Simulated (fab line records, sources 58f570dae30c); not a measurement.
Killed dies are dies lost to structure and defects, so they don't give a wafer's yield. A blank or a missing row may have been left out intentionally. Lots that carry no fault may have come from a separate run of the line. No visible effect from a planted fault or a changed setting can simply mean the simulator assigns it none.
One fault seen from 2 desks ; flow berkeleyCmos170 ; numbers are kept per desk, each desk with only its own; the story behind them comes last

## AT THE TOOL OWNER'S DESK: lithoTrack-04
The tool's own readings at UCB170_M2_COAT_10 (resist thk 900 nm): means of the sampled wafers that have a number, for each lot that ran on this tool. Any lot whose mean is over 4 standard deviations away from the usual mean is out of limits and marked OUT; that distance is given in the brackets.
Columns: A = spinSpeedRpm at UCB170_M2_COAT_10, usual 1500.0 rpm
lot;first seen here;A
L132;day 8 11:00;1499.3
L136;day 9 00:00;1500.3
L137;day 10 00:00;1499.8
L144;day 11 11:00;1545.3 (+47) OUT
L148;day 12 00:00;1544.3 (+46) OUT
This desk finds L144, L148 out of limits, L144 being first, at day 11 11:00 (spinSpeedRpm at UCB170_M2_COAT_10). L132, L136, L137 stayed within limits.

## THE METROLOGY DESK
Lot by lot, what the gauges showed, no matter which tool ran the lot: averages of those sampled wafers that carry a number. Any lot whose mean is over 4 standard deviations away from the usual mean is out of limits and marked OUT; that distance is given in the brackets.
Columns: A = PWELL_OXIDE_THK at UCB170_PWELL_THK_MEAS_03, usual 26.5 nm; B = FIELD_OXIDE_THK at UCB170_FIELD_THK_MEAS_02, usual 554 nm; C = cdNm at UCB170_GATE_CD_MEAS_90, usual 349.6 nm
lot;first seen here;A;B;C
L132;day 2 22:46;26.1;550;349.3
L133;day 3 11:15;26.7;563;348.8
L135;day 3 11:16;26.5;571;349.9
L134;day 3 11:18;27.3;570;349.5
L136;day 3 21:40;26.7;548;348.4
L137;day 4 05:15;26.1;549;349.3
L140;day 4 16:32;26.7;545;348.6
L142;day 5 08:55;26.8;563;350.6
L144;day 5 16:35;26.2;547;351.2
L146;day 5 20:01;26.2;540;349.8
L148;day 6 05:35;27.0;553;350.6
L150;day 6 22:56;26.9;557;349.1
L153;day 7 08:26;25.3;556;349.5
L155;day 7 22:09;26.9;553;347.7
Result from this desk: across the 14 lots, nothing is out of limits.

## BROUGHT TOGETHER
On L144, L148, at day 11 11:00, an alarm was possible from the tool owner's desk.
Metrology desk: nothing out of limits seen.
The metrology desk holds a record of L144, L148, inside its limits.
Every lot named ran UCB170_M2_COAT_10 on lithoTrack-04.

## WHAT THE SIMULATOR PUT IN
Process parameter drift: lithoTrack-04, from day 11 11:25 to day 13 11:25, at UCB170_M2_COAT_10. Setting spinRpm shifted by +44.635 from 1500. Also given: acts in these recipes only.
Struck lots among those shown: L144, L148.
